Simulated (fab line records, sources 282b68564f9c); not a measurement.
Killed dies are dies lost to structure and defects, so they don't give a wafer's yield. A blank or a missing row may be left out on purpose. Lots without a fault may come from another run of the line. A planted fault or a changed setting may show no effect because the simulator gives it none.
fab line records | flow rit_cmos
record lots=5 wafers=23
route steps=202 shown ACTIVE@2 FOX2@25 NWELL@36 PWELL@47 WELLDRIVE@50 PRETRO@72 GATE@84 NLDD@111 PLDD@122 SPACER@130 NSD@139 M1@202
start_h: hours from the record's first day to the start of the lot's first wafer shown | wait_h: hours since the lot's step before | " the same as in the row above | L1.1+2: a row that stands for several wafers | - no value, or no start given | * or withheld: withheld | < > ~ a bound
route shown NAME@n: a module of which the file shows steps, and the number in the route of the first | usual: mean/standard deviation of fault-free wafers | same: alike in all rows | chamber/n: place in a boat | sites: the reading at each site | _std_site: their standard deviation | _edge_site: outer sites' mean less inner sites' | radius_mm: how far each site lies from the wafer's centre | mask NAME#n: copy n | behind: the tool/chamber that last shaped the wafer | hold: why the lot was held/for how many hours/how that ended | device: the transistor (n, p or np) that didn't switch | end of line: the same wafers' tests at the end of the route | a step without rows: its recipe alone | killed: dies lost to structure and defects at the first sort, not the wafer's yield | map: a wafer's dies, x killed, . not, _ none there
set.NAME: the setting as run; set.NAME@STEP: as run at that earlier step | model.NAME: the simulator's own value behind a step, which no gauge read
lots whose settings were changed on purpose; a table a step, a row a wafer
## steps
# step RIT_ACTIVE_OXIDATION_01
# recipe temp_c=1000 ambient=O2 target_thk_a=468 ox_time_s=3360
# columns lot.wafer tool chamber start_h wait_h set.temp_c model.SiO2_of_ACTIVE_OXIDATION_01.thk_nm
L074.2+4 furnace-04 0 10.12 0.1 1000 47.27
L074.5 " 0 " " 1000 47.51
L077.1 - - - 0.1 977.4 37.43
L077.2 " - " " 977.4 37.45
L077.3 " - " " 977.4 37.73
L077.4 " - " " 977.4 36.89
L077.6 " - " " 977.4 37.41
L079.1 - - - 0.1 975.5 37.55
L079.2 " - " " 975.5 37.23
L079.4 " - " " 975.5 37.81
L079.5 " - " " 975.5 38.04
L079.6 " - " " 975.5 37.2
L081.1 - - - 1.3 1000 45.56
L081.3 " - " " 1000 46.14
L081.4 " - " " 1000 47.01
L081.5 " - " " 1000 46.33
L081.6 " - " " 1000 46.55
L083.1 - - - 1.2 1028 61.72
L083.2 " - " " 1028 62.13
L083.4 " - " " 1028 61.55
L083.5 " - " " 1028 61.93
L083.6 " - " " 1028 61.79
# step RIT_ACTIVE_THK_MEAS_02
# recipe reads=SiO2_of_ACTIVE_OXIDATION_01
# usual ACTIVE_OXIDE_THK=46.6/0.83
# columns lot.wafer tool chamber start_h wait_h set.temp_c@ACTIVE_OXIDATION_01 ACTIVE_OXIDE_THK[nm]
L074.2 film_metro-04 - 12.06 0.0 1000 47.2
L074.4 " - " " 1000 47.3
L074.5 " - " " 1000 47.5
L077.1 film_metro-02 - - - 977.4 37.4
L077.2 " - " " 977.4 37.4
L077.3 " - " " 977.4 37.7
L077.4 " - " " 977.4 36.9
L077.6 " - " " 977.4 37.4
L079.1 film_metro-02 - - - 975.5 37.6
L079.2 " - " " 975.5 37.3
L079.4 " - " " 975.5 37.8
L079.5 " - " " 975.5 38.0
L079.6 " - " " 975.5 37.2
L081.1 film_metro-03 - - - 1000 45.6
L081.3 " - " " 1000 46.1
L081.4 " - " " 1000 47.0
L081.5 " - " " 1000 46.3
L081.6 " - " " 1000 46.6
L083.1 film_metro-02 - - - 1028 61.7
L083.2 " - " " 1028 62.1
L083.4 " - " " 1028 61.6
L083.5 " - " " 1028 61.9
L083.6 " - " " 1028 61.8
# step RIT_ACTIVE_HARDBAKE_12
# recipe resist=NOVOLAK temp_c=140 time_s=60
# columns lot.wafer tool chamber start_h wait_h set.temp_c
L074.2+4+5 litho_track-04 0 14.58 0.1 140
L077.1+2+6 litho_track-01 0 29.77 0.2 140
L077.3+4 " 0 " " 142.5
L079.1+4+5 litho_track-01 0 39.73 0.1 142.7
L079.2+6 " 0 " " 140
L081.1+3+4+5+6 litho_track-03 0 50.87 0.1 140
L083.1+2+4+5+6 litho_track-01 0 61.04 0.3 140
# step RIT_ACTIVE_ETCH_13
# recipe stop_on=SiO2 chemistry=SF6 target=Si3N4 time_s=210 over_etch_frac=0.4 SF6_flow_sccm=200 pressure_mtorr=260 rf_w=125 target_depth_a=2100
# columns lot.wafer tool chamber start_h wait_h set.temp_c@ACTIVE_OXIDATION_01 model.SiO2_of_ACTIVE_OXIDATION_01.thk_nm
L074.2 rie_diel-01 1 14.71 0.1 1000 45.63
L074.4 " 3 " " 1000 47.27
L074.5 " 3 " " 1000 47.51
L077.1 rie_diel-03 3 29.92 0.1 977.4 37.43
L077.2 " 1 " " 977.4 37.45
L077.3 " 0 " " 977.4 37.59
L077.4 " 2 " " 977.4 34.8
L077.6 " 0 " " 977.4 37.27
L079.1 rie_diel-01 2 39.88 0.1 975.5 37.14
L079.2 " 0 " " 975.5 36.89
L079.4 " 3 " " 975.5 37.81
L079.5 " 1 " " 975.5 36.4
L079.6 " 0 " " 975.5 36.86
L081.1 rie_diel-03 3 51.02 0.1 1000 45.56
L081.3 " 2 " " 1000 44.07
L081.4 " 1 " " 1000 47.01
L081.5 " 3 " " 1000 46.33
L081.6 " 0 " " 1000 46.41
L083.1 rie_diel-04 3 61.19 0.1 1028 59.35
L083.2 " 2 " " 1028 62.13
L083.4 " 0 " " 1028 60.41
L083.5 " 3 " " 1028 59.58
L083.6 " 0 " " 1028 60.65
# step RIT_ACTIVE_STRIP_14
# recipe chemistry=O2 time_s=180 resist=NOVOLAK platen_temp_c=withheld power_w=500 pressure_mtorr=4000 o2_flow_sccm=4000
# step RIT_FOX2_CLEAN_02
# recipe chemistry=dHF dilution=50:1 time_s=180
# step RIT_FOX2_WET_ETCH_03
# recipe chemistry=H3PO4 target=Si3N4 target_depth_nm=195 temp_c=165 time_s=2700
# columns lot.wafer tool chamber start_h wait_h set.temp_c@ACTIVE_OXIDATION_01 model.SiO2_of_ACTIVE_OXIDATION_01.thk_nm
L074.2 wet_bench-02 3 19.32 0.0 1000 40.56
L074.4 " 3 " " 1000 41.99
L074.5 " 3 " " 1000 42.2
L077.1 wet_bench-03 2 34.98 0.0 977.4 33.21
L077.2 " 2 " " 977.4 33.25
L077.3 " 2 " " 977.4 33.35
L077.4 " 2 " " 977.4 30.91
L077.6 " 2 " " 977.4 33.09
L079.1 wet_bench-02 0 43.62 0.0 975.5 33.04
L079.2 " 0 " " 975.5 32.8
L079.4 " 0 " " 975.5 33.63
L079.5 " 0 " " 975.5 32.36
L079.6 " 0 " " 975.5 32.78
L081.1 wet_bench-02 3 55.48 0.0 1000 40.63
L081.3 " 3 " " 1000 39.31
L081.4 " 3 " " 1000 41.94
L081.5 " 3 " " 1000 41.34
L081.6 " 3 " " 1000 41.4
L083.1 wet_bench-03 2 65.35 0.0 1028 52.75
L083.2 " 2 " " 1028 55.22
L083.4 " 2 " " 1028 53.71
L083.5 " 2 " " 1028 52.99
L083.6 " 2 " " 1028 53.93
# step RIT_NWELL_IMPLANT_08
# recipe species=P energy_kev=170 dose_cm2=5e+13 tilt_deg=7
# columns lot.wafer tool chamber start_h wait_h set.dose_cm2
L074.2+4+5 implanter-02 0 21.33 0.2 5e+13
L077.1+2+3+4+6 implanter-01 0 37.09 0.2 5e+13
L079.1+2+4 implanter-01 0 45.61 0.2 4.872e+13
L079.5+6 " 0 " " 5e+13
L081.1+4 implanter-02 0 57.76 0.2 5e+13
L081.3+5+6 " 0 " " 5.104e+13
L083.1+5 implanter-02 0 67.47 0.2 5.2e+13
L083.2+4+6 " 0 " " 5e+13
# step RIT_PWELL_IMPLANT_08
# recipe species=B energy_kev=170 dose_cm2=7e+13 tilt_deg=7
# columns lot.wafer tool chamber start_h wait_h set.energy_kev model.implant.drp_nm
L074.2+4+5 implanter-02 0 23.01 0.2 170 102.9
L077.1+3 implanter-03 0 38.64 0.2 166.1 102.1
L077.2+4+6 " 0 " " 170 102.9
L079.1+2 implanter-03 0 47.67 0.2 170 102.9
L079.4+5+6 " 0 " " 166.1 102.1
L081.1+3+4 implanter-04 0 59.31 0.2 173.4 103.5
L081.5+6 " 0 " " 170 102.9
L083.1+2+4+5+6 implanter-04 0 69.14 0.2 170 102.9
# step RIT_PWELL_STRIP_09
# recipe chemistry=O2 time_s=180 resist=NOVOLAK platen_temp_c=withheld power_w=500 pressure_mtorr=4000 o2_flow_sccm=4000
# step RIT_WELLDRIVE_ANNEAL_00
# recipe temp_c=1100 time_s=14700 ambient=N2
# step RIT_WELLDRIVE_RS_MEAS_01
# recipe thk_meas_gauge=four-point-probe
# usual NWELL_RS=275.5/0.73
# columns lot.wafer tool chamber start_h wait_h set.dose_cm2@NWELL_IMPLANT_08 NWELL_RS[ohm/sq]
L074.2 film_metro-02 - 28.47 0.0 5e+13 274.4
L074.4 " - " " 5e+13 274.5
L074.5 " - " " 5e+13 273.9
L077.1 film_metro-01 - 44.11 0.0 5e+13 275.8
L077.2 " - " " 5e+13 276.2
L077.3 " - " " 5e+13 275.6
L077.4 " - " " 5e+13 275.9
L077.6 " - " " 5e+13 276.6
L079.1 film_metro-02 - 53.14 0.0 4.872e+13 278.9
L079.2 " - " " 4.872e+13 279.0
L079.4 " - " " 4.872e+13 279.5
L079.5 " - " " 5e+13 275.1
L079.6 " - " " 5e+13 274.0
L081.1 film_metro-04 - 64.78 0.0 5e+13 274.9
L081.3 " - " " 5.104e+13 273.2
L081.4 " - " " 5e+13 276.5
L081.5 " - " " 5.104e+13 272.8
L081.6 " - " " 5.104e+13 272.7
L083.1 film_metro-02 - 74.61 0.0 5.2e+13 268.0
L083.2 " - " " 5e+13 274.3
L083.4 " - " " 5e+13 275.4
L083.5 " - " " 5.2e+13 268.5
L083.6 " - " " 5e+13 274.9
# step RIT_PRETRO_IMPLANT_08
# recipe species=B energy_kev=45 dose_cm2=1.2e+13 tilt_deg=7
# columns lot.wafer tool chamber start_h wait_h set.dose_cm2
L074.2+4+5 implanter-03 0 31.67 0.2 1.2e+13
L077.1+3+4 implanter-02 0 47.26 0.2 1.2e+13
L077.2+6 " 0 " " 1.156e+13
L079.1+2+5 implanter-01 0 56.40 0.2 1.286e+13
L079.4+6 " 0 " " 1.2e+13
L081.1+3+6 implanter-02 0 67.99 0.2 1.283e+13
L081.4+5 " 0 " " 1.2e+13
L083.1+6 implanter-03 0 77.69 0.2 1.2e+13
L083.2+4+5 " 0 " " 1.27e+13
# step RIT_PRETRO_STRIP_09
# recipe chemistry=O2 time_s=180 resist=NOVOLAK platen_temp_c=withheld power_w=500 pressure_mtorr=4000 o2_flow_sccm=4000
# step RIT_PRETRO_TW_MEAS_10
# usual PRETRO_TW=478.6/2.8
# columns lot.wafer tool chamber start_h wait_h set.dose_cm2@PRETRO_IMPLANT_08 PRETRO_TW
L074.2 film_metro-02 - 31.98 0.1 1.2e+13 481.8
L074.4 " - " " 1.2e+13 480.1
L074.5 " - " " 1.2e+13 480.6
L077.1 film_metro-01 - 47.59 0.1 1.2e+13 478.1
L077.2 " - " " 1.156e+13 469.8
L077.3 " - " " 1.2e+13 478.3
L077.4 " - " " 1.2e+13 479.2
L077.6 " - " " 1.156e+13 472.2
L079.1 film_metro-03 - 56.72 0.1 1.286e+13 484.5
L079.2 " - " " 1.286e+13 487.0
L079.4 " - " " 1.2e+13 475.2
L079.5 " - " " 1.286e+13 486.1
L079.6 " - " " 1.2e+13 477.6
L081.1 film_metro-01 - 68.31 0.1 1.283e+13 487.4
L081.3 " - " " 1.283e+13 491.7
L081.4 " - " " 1.2e+13 476.6
L081.5 " - " " 1.2e+13 477.4
L081.6 " - " " 1.283e+13 490.0
L083.1 film_metro-03 - 78.02 0.1 1.2e+13 477.2
L083.2 " - " " 1.27e+13 484.1
L083.4 " - " " 1.27e+13 483.7
L083.5 " - " " 1.27e+13 485.4
L083.6 " - " " 1.2e+13 474.8
# step RIT_GATE_CVD_08
# recipe material=poly-Si target_thk_nm=250 temp_c=610 precursor=SiH4 time_s=2220 pressure_mtorr=300 sih4_flow_sccm=100
# columns lot.wafer tool chamber start_h wait_h set.time_s model.poly-Si_of_GATE_CVD_08.thk_nm
L074.2 lpcvd-02 0 34.25 0.0 2220 253.6
L074.4 " 0 " " 2220 252.4
L074.5 " 0 " " 2220 251
L077.1 - - - 0.1 2220 245.6
L077.2 " - " " 2220 246.2
L077.3 " - " " 2220 247
L077.4 " - " " 2220 247.3
L077.6 " - " " 2220 246.5
L079.1 - - - 0.1 1887 208.9
L079.2 " - " " 1887 211.1
L079.4 " - " " 1887 210.8
L079.5 " - " " 1887 213.1
L079.6 " - " " 1887 212.6
L081.1 - - - 0.1 2073 234.5
L081.3 " - " " 2073 232.6
L081.4 " - " " 2073 233.7
L081.5 " - " " 2073 230.5
L081.6 " - " " 2073 230.7
L083.1 - - - 0.1 2421 272.4
L083.2 " - " " 2421 274.6
L083.4 " - " " 2421 272.7
L083.5 " - " " 2421 274.1
L083.6 " - " " 2421 274.5
# step RIT_GATE_THK_MEAS_09
# recipe reads=poly-Si_of_GATE_CVD_08
# usual GATE_POLY_THK=248.7/2.3
# columns lot.wafer tool chamber start_h wait_h set.time_s@GATE_CVD_08 GATE_POLY_THK[nm]
L074.2 film_metro-03 - 35.88 0.0 2220 253.7
L074.4 " - " " 2220 252.3
L074.5 " - " " 2220 251.0
L077.1 film_metro-03 - - - 2220 245.7
L077.2 " - " " 2220 246.2
L077.3 " - " " 2220 247.0
L077.4 " - " " 2220 247.4
L077.6 " - " " 2220 246.3
L079.1 film_metro-01 - - - 1887 209.0
L079.2 " - " " 1887 211.1
L079.4 " - " " 1887 210.8
L079.5 " - " " 1887 213.1
L079.6 " - " " 1887 212.7
L081.1 film_metro-04 - - - 2073 234.4
L081.3 " - " " 2073 232.5
L081.4 " - " " 2073 233.7
L081.5 " - " " 2073 230.4
L081.6 " - " " 2073 230.9
L083.1 film_metro-04 - - - 2421 272.3
L083.2 " - " " 2421 274.6
L083.4 " - " " 2421 272.9
L083.5 " - " " 2421 274.1
L083.6 " - " " 2421 274.5
# step RIT_GATE_COAT_11
# recipe resist=NOVOLAK spin_rpm=4250 resist_thk_nm=850
# columns lot.wafer tool chamber start_h wait_h set.spin_rpm model.NOVOLAK_of_GATE_COAT_11.thk_nm
L074.2 litho_track-04 0 36.10 0.1 4250 850.4
L074.4 " 0 " " 4250 851.4
L074.5 " 0 " " 4250 851.6
L077.1 litho_track-04 0 51.44 0.1 4250 849.2
L077.2 " 0 " " 4492 828.5
L077.3 " 0 " " 4250 850.7
L077.4 " 0 " " 4492 825.3
L077.6 " 0 " " 4250 848.8
L079.1 litho_track-03 0 60.47 0.1 4250 848.1
L079.2 " 0 " " 4250 847.3
L079.4 " 0 " " 4250 849.7
L079.5 " 0 " " 4040 868.7
L079.6 " 0 " " 4040 871.1
L081.1 litho_track-04 0 72.12 0.1 4250 846.6
L081.3 " 0 " " 4493 827.5
L081.4 " 0 " " 4493 824.5
L081.5 " 0 " " 4250 847.7
L081.6 " 0 " " 4493 824.9
L083.1 litho_track-02 0 81.76 0.1 4250 849.3
L083.2 " 0 " " 4250 847.2
L083.4 " 0 " " 4250 848.9
L083.5 " 0 " " 4250 850.5
L083.6 " 0 " " 4250 847.1
# step RIT_GATE_SOFTBAKE_12
# recipe resist=NOVOLAK temp_c=90 time_s=60
# step RIT_GATE_EXPOSE_13
# recipe mask_id=M6 na=0.6 source_shape=conventional sigma_outer=0.6 target_cd_nm=150 dose_mj=380
# step RIT_GATE_HARDBAKE_18
# recipe resist=NOVOLAK temp_c=140 time_s=60
# columns lot.wafer tool chamber start_h wait_h set.spin_rpm@GATE_COAT_11 model.NOVOLAK_of_GATE_COAT_11.thk_nm
L074.2 litho_track-02 0 36.96 0.0 4250 752.8
L074.4 " 0 " " 4250 753.7
L074.5 " 0 " " 4250 753.9
L077.1 litho_track-02 0 52.30 0.0 4250 751.7
L077.2 " 0 " " 4492 733.7
L077.3 " 0 " " 4250 753
L077.4 " 0 " " 4492 730.9
L077.6 " 0 " " 4250 751.4
L079.1 litho_track-04 0 61.45 0.0 4250 750.9
L079.2 " 0 " " 4250 750.2
L079.4 " 0 " " 4250 752.2
L079.5 " 0 " " 4040 768.8
L079.6 " 0 " " 4040 770.9
L081.1 litho_track-02 0 73.14 0.0 4250 749.5
L081.3 " 0 " " 4493 732.8
L081.4 " 0 " " 4493 730.2
L081.5 " 0 " " 4250 750.5
L081.6 " 0 " " 4493 730.5
L083.1 litho_track-02 0 82.84 0.0 4250 751.9
L083.2+6 " 0 " " 4250 750
L083.4 " 0 " " 4250 751.6
L083.5 " 0 " " 4250 753
# step RIT_GATE_ETCH_19
# recipe chemistry=SF6/CHF3/O2 time_s=165 SF6_flow_sccm=30 CHF3_flow_sccm=30 O2_flow_sccm=5 target=poly-Si pressure_mtorr=40 rf_w=160 target_depth_a=3125 over_etch_frac=0.25 stop_on=SiO2
# columns lot.wafer tool chamber start_h wait_h set.time_s set.time_s@GATE_CVD_08 model.etch.depth_nm model.GATE.feature_depth_nm
L074.2 rie_si-01 3 37.08 0.1 165 2220 253.6 253.6
L074.4 " 1 " " 165 2220 252.4 252.4
L074.5 " 3 " " 165 2220 251 251
L077.1 rie_si-02 2 52.45 0.1 149.5 2220 245.6 245.6
L077.2 " 0 " " 149.5 2220 246.2 246.2
L077.3 " 3 " " 165 2220 247 247
L077.4 " 1 " " 149.5 2220 247.3 247.3
L077.6 " 0 " " 165 2220 246.5 246.5
L079.1 rie_si-02 1 61.60 0.1 165 1887 208.9 208.9
L079.2 " 2 " " 183.5 1887 211.1 211.1
L079.4 " 3 " " 165 1887 210.8 210.8
L079.5 " 3 " " 183.5 1887 213.1 213.1
L079.6 " 0 " " 165 1887 212.6 212.6
L081.1 rie_si-02 0 73.29 0.1 149.4 2073 - 234.5
L081.3 " 3 " " 165 2073 232.6 232.6
L081.4 " 2 " " 165 2073 - 233.7
L081.5 " 1 " " 149.4 2073 230.5 230.5
L081.6 " 0 " " 149.4 2073 230.7 230.7
L083.1 rie_si-02 3 82.99 0.1 185.5 2421 - 272.4
L083.2 " 0 " " 165 2421 - 274.6
L083.4 " 1 " " 185.5 2421 - 272.7
L083.5 " 0 " " 165 2421 274.1 274.1
L083.6 " 3 " " 165 2421 274.5 274.5
# step RIT_NLDD_IMPLANT_08
# recipe species=P energy_kev=20 dose_cm2=5e+14 tilt_deg=7
# columns lot.wafer tool chamber start_h wait_h set.energy_kev model.implant.drp_nm
L074.2+4+5 implanter-04 0 41.65 0.1 20 12.97
L077.1+2+3+4+6 implanter-04 0 57.62 0.1 20 12.97
L079.1+2 implanter-04 0 66.38 0.1 20 12.97
L079.4+5+6 " 0 " " 19.19 12.65
L081.1+3+4+5+6 implanter-04 0 77.70 0.1 20 12.97
L083.1+2+6 implanter-01 0 87.46 0.1 19.28 12.68
L083.4+5 " 0 " " 20 12.97
# step RIT_PLDD_IMPLANT_08
# recipe species=BF2 energy_kev=20 dose_cm2=9e+14 tilt_deg=7
# columns lot.wafer tool chamber start_h wait_h set.dose_cm2
L074.2+4+5 implanter-03 0 43.07 0.1 9e+14
L077.1+4+6 implanter-03 0 59.04 0.1 9e+14
L077.2+3 " 0 " " 8.776e+14
L079.1+2+5 implanter-03 0 67.93 0.1 9e+14
L079.4+6 " 0 " " 8.523e+14
L081.1+3+6 implanter-02 0 79.13 0.1 9e+14
L081.4+5 " 0 " " 9.273e+14
L083.1+5 implanter-04 0 89.00 0.1 9e+14
L083.2+4+6 " 0 " " 9.323e+14
# step RIT_SPACER_ETCHBACK_05
# recipe target_depth_a=2500 SF6_flow_sccm=30 CHF3_flow_sccm=30 target=Si3N4 chemistry=SF6/CHF3 pressure_mtorr=40 rf_w=250 time_s=240 stop_on=SiO2
# columns lot.wafer tool chamber start_h wait_h set.rf_w set.time_s@GATE_CVD_08 model.poly-Si_of_GATE_CVD_08.thk_nm
L074.2 rie_diel-02 2 45.81 0.0 250 2220 172
L074.4 " 3 " " 250 2220 171.1
L074.5 " 1 " " 250 2220 170.8
L077.1 rie_diel-02 0 61.80 0.1 266.7 2220 160.9
L077.2 " 3 " " 266.7 2220 161.7
L077.3 " 1 " " 250 2220 166.4
L077.4 " 2 " " 250 2220 164.9
L077.6 " 2 " " 266.7 2220 162.2
L079.1 rie_diel-03 1 70.66 0.1 226.7 1887 129.1
L079.2 " 3 " " 250 1887 129.3
L079.4 " 0 " " 226.7 1887 131.4
L079.5 " 3 " " 250 1887 131.3
L079.6 " 2 " " 250 1887 129.9
L081.1 rie_diel-02 0 81.89 0.1 250 2073 152.4
L081.3 " 2 " " 250 2073 150.8
L081.4 " 2 " " 250 2073 152.2
L081.5 " 3 " " 250 2073 148.9
L081.6 " 0 " " 250 2073 148.4
L083.1 rie_diel-03 3 91.73 0.1 250 2421 189.8
L083.2 " 0 " " 250 2421 191.1
L083.4 " 1 " " 250 2421 188.6
L083.5 " 0 " " 241.1 2421 191.8
L083.6 " 3 " " 241.1 2421 193.2
# step RIT_NSD_IMPLANT_08
# recipe species=P energy_kev=25 dose_cm2=1e+15 tilt_deg=7
# columns lot.wafer tool chamber start_h wait_h set.energy_kev model.implant.drp_nm
L074.2+4+5 implanter-03 0 47.02 0.1 25 14.84
L077.1+2+3+4+6 implanter-03 0 63.11 0.1 25 14.84
L079.1+5+6 implanter-01 0 71.97 0.1 25 14.84
L079.2+4 " 0 " " 26.12 15.23
L081.1+3+4+5+6 implanter-04 0 83.35 0.1 25 14.84
L083.1+4+5 implanter-03 0 92.92 0.1 25.69 15.08
L083.2+6 " 0 " " 25 14.84
# step RIT_M1_PROBE_99
# usual killed_at_contacts=0.0/0.2 killed_at_front_end=7/3.2 killed_dies=7/3.2 killed_open=3.6/1.9 killed_short=3.6/2
# same gross_dies=264 killed_at_M0_to_M3=0 killed_at_M4_up=0 killed_at_back_side=0 killed_at_other=0
# columns lot.wafer tool chamber start_h wait_h set.temp_c@ACTIVE_OXIDATION_01 killed_at_contacts killed_at_front_end killed_dies killed_open killed_short model.etest.pplus_sal.width_nm
L074.2 prober-01 - 57.03 0.1 1000 0 9 9 5 4 3414
L074.4 prober-01 - 57.13 0.2 1000 0 7 7 5 2 3432
L074.5 prober-01 - 57.18 0.2 1000 0 6 6 2 4 3415
L077.1 prober-02 - 73.67 0.1 977.4 0 7 7 2 5 3546
L077.2 prober-02 - 73.72 0.1 977.4 0 8 8 6 2 3513
L077.3 prober-02 - 73.77 0.2 977.4 0 6 6 3 3 3476
L077.4 prober-02 - 73.82 0.2 977.4 0 3 3 1 2 3500
L077.6 prober-02 - 73.92 0.2 977.4 0 3 3 1 2 3505
L079.1 prober-02 - 81.91 0.1 975.5 0 4 4 1 3 3489
L079.2 prober-02 - 81.96 0.1 975.5 0 11 11 4 7 3480
L079.4 prober-02 - 82.06 0.2 975.5 0 6 6 4 2 3480
L079.5 prober-02 - 82.11 0.2 975.5 0 12 12 5 7 3484
L079.6 prober-02 - 82.16 0.2 975.5 0 8 8 5 3 3498
L081.1 prober-02 - 93.43 0.1 1000 0 6 6 3 3 3464
L081.3 prober-02 - 93.53 0.2 1000 4 7 11 2 5 3456
L081.4 prober-02 - 93.58 0.2 1000 0 4 4 2 2 3434
L081.5 prober-02 - 93.63 0.2 1000 0 2 2 1 1 3448
L081.6 prober-02 - 93.68 0.2 1000 0 9 9 3 6 3437
L083.1 prober-02 - 102.74 0.1 1028 0 7 7 6 1 3346
L083.2 prober-02 - 102.79 0.1 1028 0 6 6 5 1 3350
L083.4 prober-02 - 102.89 0.2 1028 1 13 14 5 9 3359
L083.5 prober-02 - 102.94 0.2 1028 0 7 7 4 3 3334
L083.6 prober-02 - 102.99 0.2 1028 0 7 7 3 4 3331
# killed by level:class
L074.2 GATE:geometric_particle:open=3 GATE:geometric_particle:short=2 FOX1:geometric_particle:short=1 FOX1:geometric_particle:open=1 FOX2:geometric_particle:open=1 REOX:geometric_particle:short=1
L074.4 FOX1:geometric_particle:open=3 FOX2:geometric_particle:open=1 FOX2:geometric_particle:short=1 GATE:geometric_particle:open=1 GATE:geometric_particle:short=1
L074.5 GATE:geometric_particle:short=3 GATE:geometric_particle:open=1 SPACER:geometric_particle:open=1 SILICIDE:geometric_particle:short=1
L077.1 FOX1:geometric_particle:open=2 FOX1:geometric_particle:short=2 GATE:geometric_particle:short=1 REOX:geometric_particle:short=1 SILICIDE:geometric_particle:short=1
L077.2 GATE:geometric_particle:open=5 GATE:geometric_particle:short=1 REOX:geometric_particle:open=1 SILICIDE:geometric_particle:short=1
L077.3 REOX:geometric_particle:short=2 FOX1:geometric_particle:open=1 FOX1:geometric_particle:short=1 GATE:geometric_particle:open=1 REOX:geometric_particle:open=1
L077.4 FOX1:geometric_particle:short=1 FOX2:geometric_particle:short=1 SILICIDE:geometric_particle:open=1
L077.6 FOX1:geometric_particle:short=1 GATE:geometric_particle:open=1 GATE:geometric_particle:short=1
L079.1 SPACER:geometric_particle:short=2 GATE:geometric_particle:open=1 GATE:geometric_particle:short=1
L079.2 SILICIDE:geometric_particle:short=3 GATE:geometric_particle:short=2 FOX1:geometric_particle:open=1 FOX2:geometric_particle:short=1 GATE:geometric_particle:open=1 REOX:geometric_particle:open=1 REOX:geometric_particle:short=1 SILICIDE:geometric_particle:open=1
L079.4 REOX:geometric_particle:open=2 FOX1:geometric_particle:short=1 FOX2:geometric_particle:short=1 SPACER:geometric_particle:open=1 SILICIDE:geometric_particle:open=1
L079.5 FOX2:geometric_particle:short=4 SILICIDE:geometric_particle:open=4 FOX2:geometric_particle:open=1 GATE:geometric_particle:short=1 REOX:geometric_particle:short=1 SILICIDE:geometric_particle:short=1
L079.6 FOX2:geometric_particle:open=2 GATE:geometric_particle:open=2 REOX:geometric_particle:short=2 FOX1:geometric_particle:open=1 FOX2:geometric_particle:short=1
L081.1 GATE:geometric_particle:short=3 FOX2:geometric_particle:open=1 GATE:geometric_particle:open=1 REOX:geometric_particle:open=1
L081.3 CONTACT:area_etch=4 GATE:geometric_particle:short=3 GATE:geometric_particle:open=2 FOX1:geometric_particle:short=1 SILICIDE:geometric_particle:short=1
L081.4 FOX1:geometric_particle:short=1 FOX2:geometric_particle:open=1 GATE:geometric_particle:open=1 GATE:geometric_particle:short=1
L081.5 FOX1:geometric_particle:open=1 REOX:geometric_particle:short=1
L081.6 GATE:geometric_particle:short=3 GATE:geometric_particle:open=3 SPACER:geometric_particle:short=3
L083.1 GATE:geometric_particle:open=4 SILICIDE:geometric_particle:open=2 SILICIDE:geometric_particle:short=1
L083.2 GATE:geometric_particle:open=3 ACTIVE:geometric_particle:open=1 GATE:geometric_particle:short=1 SPACER:geometric_particle:open=1
L083.4 GATE:geometric_particle:open=3 SILICIDE:geometric_particle:short=3 FOX1:geometric_particle:short=2 GATE:geometric_particle:short=2 FOX2:geometric_particle:short=1 FOX2:geometric_particle:open=1 REOX:geometric_particle:short=1 CONTACT:geometric_particle:open=1
L083.5 GATE:geometric_particle:open=3 GATE:geometric_particle:short=3 SILICIDE:geometric_particle:open=1
L083.6 GATE:geometric_particle:short=2 FOX1:geometric_particle:open=1 GATE:geometric_particle:open=1 REOX:geometric_particle:short=1 SILICIDE:geometric_particle:open=1 SILICIDE:geometric_particle:short=1
## key
split step=RIT_ACTIVE_OXIDATION_01 setting=temp_c stated=1000 by=lot
response step=RIT_ACTIVE_OXIDATION_01 reading=model.SiO2_of_ACTIVE_OXIDATION_01.thk_nm change=+4.65 per=1% r=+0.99
response step=RIT_ACTIVE_THK_MEAS_02 reading=ACTIVE_OXIDE_THK change=+4.65 per=1% r=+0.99
response step=RIT_ACTIVE_ETCH_13 reading=model.SiO2_of_ACTIVE_OXIDATION_01.thk_nm change=+4.49 per=1% r=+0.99
response step=RIT_FOX2_WET_ETCH_03 reading=model.SiO2_of_ACTIVE_OXIDATION_01.thk_nm change=+4 per=1% r=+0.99
response step=RIT_M1_PROBE_99 reading=model.etest.pplus_sal.width_nm change=-29.2 per=1% r=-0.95
split step=RIT_ACTIVE_HARDBAKE_12 setting=temp_c stated=140 by=wafer
response none clear
split step=RIT_NWELL_IMPLANT_08 setting=dose_cm2 stated=5e+13 by=wafer
response step=RIT_WELLDRIVE_RS_MEAS_01 reading=NWELL_RS change=-1.64 per=1% r=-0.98
split step=RIT_PWELL_IMPLANT_08 setting=energy_kev stated=170 by=wafer
response step=RIT_PWELL_IMPLANT_08 reading=model.implant.drp_nm change=+0.334 per=1% r=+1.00
split step=RIT_PRETRO_IMPLANT_08 setting=dose_cm2 stated=1.2e+13 by=wafer
response step=RIT_PRETRO_TW_MEAS_10 reading=PRETRO_TW change=+1.58 per=1% r=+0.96
split step=RIT_GATE_CVD_08 setting=time_s stated=2220 by=lot
response step=RIT_GATE_CVD_08 reading=model.poly-Si_of_GATE_CVD_08.thk_nm change=+2.58 per=1% r=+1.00
response step=RIT_GATE_THK_MEAS_09 reading=GATE_POLY_THK change=+2.58 per=1% r=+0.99
response step=RIT_GATE_ETCH_19 reading=model.etch.depth_nm change=+2.57 per=1% r=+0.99
response step=RIT_GATE_ETCH_19 reading=model.GATE.feature_depth_nm change=+2.58 per=1% r=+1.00
response step=RIT_SPACER_ETCHBACK_05 reading=model.poly-Si_of_GATE_CVD_08.thk_nm change=+2.51 per=1% r=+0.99
split step=RIT_GATE_COAT_11 setting=spin_rpm stated=4250 by=wafer
response step=RIT_GATE_COAT_11 reading=model.NOVOLAK_of_GATE_COAT_11.thk_nm change=-4 per=1% r=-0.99
response step=RIT_GATE_HARDBAKE_18 reading=model.NOVOLAK_of_GATE_COAT_11.thk_nm change=-3.5 per=1% r=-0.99
split step=RIT_GATE_ETCH_19 setting=time_s stated=165 by=wafer
response none clear
split step=RIT_NLDD_IMPLANT_08 setting=energy_kev stated=20 by=wafer
response step=RIT_NLDD_IMPLANT_08 reading=model.implant.drp_nm change=+0.0788 per=1% r=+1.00
split step=RIT_PLDD_IMPLANT_08 setting=dose_cm2 stated=9e+14 by=wafer
response none in this file
split step=RIT_SPACER_ETCHBACK_05 setting=rf_w stated=250 by=wafer
response none clear
split step=RIT_NSD_IMPLANT_08 setting=energy_kev stated=25 by=wafer
response step=RIT_NSD_IMPLANT_08 reading=model.implant.drp_nm change=+0.0888 per=1% r=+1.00
